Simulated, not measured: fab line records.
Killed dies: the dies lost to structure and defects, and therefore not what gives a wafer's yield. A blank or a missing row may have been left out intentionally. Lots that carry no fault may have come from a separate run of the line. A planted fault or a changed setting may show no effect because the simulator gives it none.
One fault through the eyes of 2 desks | flow berkeleyCmos170 | each desk has only its own numbers; what lay behind them comes last

DESK OF THE TOOL OWNER: pvdSputter-04
The tool's own readings at UCB170_M2_SPUTTER_01 (material Al, target thk 900 nm, time 120 s): means of the sampled wafers that have a number, for each lot that ran on this tool. The brackets show how far a lot's mean lies from the usual mean; more than 4 standard deviations puts the lot out of limits, marked OUT.
Columns: A = throttleValvePct at UCB170_M2_SPUTTER_01, usual 30.5 %
lot  | first seen here | A
L896 | day 8 17:40     | 29.9
L899 | day 8 18:32     | 29.9
L904 | day 10 18:11    | 29.6
L910 | day 11 14:09    | 29.8
This desk found nothing out of limits on any of the 4 lots.

AT THE METROLOGY DESK
What the gauges read for every lot (on any tool): the sampled wafers with a number, averaged. The brackets show how far a lot's mean lies from the usual mean; more than 4 standard deviations puts the lot out of limits, marked OUT.
Columns: A = M2_AL_RS at UCB170_M2_RS_MEAS_02, usual 0.0322 ohm/sq; B = M2_AL_THK at UCB170_M2_THK_MEAS_03, usual 907 nm; C = M3_OVL at UCB170_M3_OVL_MEAS_16, usual 4 nm
lot  | first seen here | A                 | B               | C
L893 | day 8 05:55     | 0.0322            | 903             | -3
L892 | day 8 06:00     | 0.0319            | 917             | 6
L896 | day 8 17:45     | 0.0327            | 889             | 8
L895 | day 8 17:49     | 0.0323            | 903             | 7
L899 | day 8 18:40     | 0.0322            | 902             | 6
L897 | day 8 18:47     | 0.0321            | 909             | 0
L898 | day 9 03:13     | 0.0323            | 900             | 6
L900 | day 9 10:51     | 0.0323            | 900             | -2
L904 | day 10 18:17    | 0.0293 (-7.5) OUT | 1004 (+8.1) OUT | 3
L910 | day 11 14:16    | 0.0300 (-5.8) OUT | 976 (+5.7) OUT  | 5
L913 | day 12 10:09    | 0.0317            | 920             | 12
L912 | day 12 11:07    | 0.0329            | 888             | 2
L915 | day 12 21:19    | 0.0324            | 901             | 13
Per this desk, out of limits: L904, L910; the first was L904, day 10 18:17 (M2_AL_RS at UCB170_M2_RS_MEAS_02). Within limits: L893, L892, L896, L895, L899, L897, L898, L900, L913, L912, L915.

PUT TOGETHER
L904, L910 would have let the metrology desk raise an alarm at day 10 18:17.
Nothing out of limits was seen by the tool owner's desk.
The tool owner's desk has L904, L910 on record, within its limits.
Of the lots named, all ran UCB170_M2_SPUTTER_01 on pvdSputter-04.

WHAT THE SIMULATOR PUT IN
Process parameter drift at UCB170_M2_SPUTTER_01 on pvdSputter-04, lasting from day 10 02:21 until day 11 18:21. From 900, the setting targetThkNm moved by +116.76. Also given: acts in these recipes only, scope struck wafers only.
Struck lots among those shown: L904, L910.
Time in hours between the start of the fault and the first out-of-limits reading at each desk: metrology desk, 16.
